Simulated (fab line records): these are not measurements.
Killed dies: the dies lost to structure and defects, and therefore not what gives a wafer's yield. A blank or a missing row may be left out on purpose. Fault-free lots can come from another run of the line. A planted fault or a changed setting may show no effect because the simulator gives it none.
Which tool did it? | flow rit cmos | Sampling: 7 lots, 21 wafers, 2 of 202 route steps

== WHAT THE GAUGES READ, wafer by wafer ==
RIT_PRETRO_TW_MEAS_10.
lot  | measured    | on            | PRETRO_TW
L128 | day 2 18:31 | film metro-04 | 482.3 483.1 481.0
L130 | day 3 04:15 | film metro-04 | 482.6 481.2 483.0
L133 | day 3 19:04 | film metro-01 | 476.3 477.7 474.2
L137 | day 4 16:31 | film metro-04 | 485.9 482.9 481.1
L140 | day 5 04:41 | film metro-04 | 479.0 483.2 482.4
L146 | day 6 07:56 | film metro-04 | 502.9 503.7 506.7
L149 | day 7 01:03 | film metro-04 | 478.3 478.3 478.3

== EACH LOT AND THE TOOL THAT RAN IT (in order: tool; ch and the chambers of the sampled wafers; start) ==
lot  | RIT_PRETRO_IMPLANT_08
L128 | implanter-03 ch 0, day 2 18:11
L130 | implanter-03 ch 0, day 3 03:56
L133 | implanter-02 ch 0, day 3 18:44
L137 | implanter-04 ch 0, day 4 16:11
L140 | implanter-04 ch 0, day 5 04:23
L146 | implanter-04 ch 0, day 6 07:37
L149 | implanter-02 ch 0, day 7 00:45
- RIT_PRETRO_IMPLANT_08

== THE ANSWER, worked out from the rows above alone ==
Rule: usual is defined by the lots themselves. Put in order of their means at a reading, lots are off if they are a third of the lots or fewer, leave a main group of 4 or more, and stand apart from it by a gap of 3 or more times the standard deviation of the main group's means; of several such gaps the widest counts. Not used: any main group whose means are identical at the precision the tables above print for the reading. A lot without any number at a reading at which 4 lots or more have one is off too. Where the step has rows for the other lots, those lots are counted as sound.
Off: at RIT_PRETRO_TW_MEAS_10 (PRETRO_TW), L146. Mean 480.6 and standard deviation 2.6 in the main group.
A tool fits if, at a process step before that reading, it ran every lot that is off, and no sound lot after the first of them. The gauges at RIT_PRETRO_TW_MEAS_10 are tried like those tools. One candidate fits, namely implanter-04 at RIT_PRETRO_IMPLANT_08. A fault onset in the window from L140 (day 5 04:23, its last sound lot) to L146 (day 6 07:37, its first lot off) fits.

== WHAT THE SIMULATOR PUT IN ==
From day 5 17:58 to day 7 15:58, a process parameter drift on implanter-04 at RIT_PRETRO_IMPLANT_08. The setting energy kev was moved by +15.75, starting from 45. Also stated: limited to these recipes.
Lots struck among those shown: L146. The same result came from the rule above.
